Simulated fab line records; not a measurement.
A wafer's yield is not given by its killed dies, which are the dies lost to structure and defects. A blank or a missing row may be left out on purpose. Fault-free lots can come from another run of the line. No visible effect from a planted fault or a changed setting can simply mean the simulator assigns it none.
Problem report, 8D (eight disciplines) form, completed by code || flow berkeley-cmos170 || the parts of the form that need people (team, actions taken, sign-off) are left out

## 1. THE ISSUE
Mean SPACER_TEOS_THK at UCB170_SPACER_THK_MEAS_01: 326 nm over 9 wafers in 3 lots; fault-free wafers: 375 nm, standard deviation 5.2. Measured from the usual mean, that is -9.3 standard deviations.
Seen first at day 10 10:52 on film-metro-02, wafer L136.1. Wafers with a number at this step in the record: 45, from 15 lots. The rule behind "out" and "out of limits": a value lying over 4 standard deviations away from the usual mean. All remaining wafers that have a number are taken as sound.

## 2. WHAT THIS IS AND IS NOT
{"question": "which readings at this step", "is": "SPACER_TEOS_THK", "is not": "-"}
{"question": "which lots", "is": "L136, L139, L140", "is not": "L123, L124, L125, L126, L127, L128, L129, L130, L137, L142, L143, L146"}
{"question": "which wafers of those lots", "is": "all that have a number", "is not": "-"}
{"question": "read on which gauges", "is": "film-metro-02", "is not": "film-metro-03, film-metro-04"}
{"question": "when", "is": "from day 10 10:52", "is not": "up to then (27 sound wafers); but 9 sound wafers of L142, L143, L146 came after"}

## 3. THE SUSPECTS, EACH WITH WHAT RULES IT OUT
Counting: any tool at a process step up to the reading is kept as a suspect provided that every lot that is out went through it and no sound lot did after the first of them.
- the gauge at UCB170_SPACER_THK_MEAS_01: ruled out. All the wafers that are out were read on film-metro-02, but those of them that UCB170_SPACER_ETCHBACK_03 has rows for are out there too, on other tools.
- pecvd-03 at UCB170_SPACER_CVD_00 (deposits SiO2 from TEOS/O2, target thk 376 nm, time 47 s): kept. All lots that are out passed through it, beginning with L136 at day 10 10:49, and no sound lot followed; its final sound lot before that point was L130 at day 9 08:08.
The count leaves pecvd-03 at UCB170_SPACER_CVD_00.

## 4. THE CAUSE (what the simulator had put in)
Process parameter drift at UCB170_SPACER_CVD_00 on pecvd-03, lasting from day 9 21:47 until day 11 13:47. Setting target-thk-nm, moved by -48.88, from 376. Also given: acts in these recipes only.
Only this tool survived the counting.

## 5. SEQUENCE OF EFFECTS, ordered by route
One row per reading whose mean, taken over the struck wafers that have a number, lies over 3 standard deviations from the usual. Only readings for which the record gives a usual standard deviation are gone through. hours: the time from each lot's start at the first step in this table that gives one to its start at this step, as a median over the lots. sigmas: the change in usual standard deviations.
{"hours": 0, "step": "UCB170_SPACER_THK_MEAS_01", "reading": "SPACER_TEOS_THK", "usual": "375 nm", "on struck wafers": 326, "change": -49, "sigmas": -9.3}
{"hours": 9, "step": "UCB170_SPACER_ETCHBACK_03", "reading": "oes-product-au", "usual": "0.907 a.u.", "on struck wafers": 0.818, "change": -0.089, "sigmas": -5.9}
The process steps in it:
- UCB170_SPACER_ETCHBACK_03: etches SiO2 in CHF3/CF4/Ar, stops on Si, target depth 376 nm, time 100 s.
Later measuring or inspecting steps at which every struck wafer that the step has a row for has a number for every such reading, and none has moved that far: UCB170_M1_RS_MEAS_01.

## 6. WHAT WOULD HAVE CAUGHT IT SOONER
The first out-of-limits reading at a measuring or inspecting step in this record came at day 10 10:52, 13 hours after the fault's start at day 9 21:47.
Tool readings at UCB170_SPACER_CVD_00 with a usual standard deviation given in the record: none out on any struck wafer, hence no alarm at a limit of 4 standard deviations on them.
L139, L140, from the lots that are out (3), started UCB170_SPACER_CVD_00 on pecvd-03 later than day 10 10:52. A hold on the tool at that time would have spared those 2.
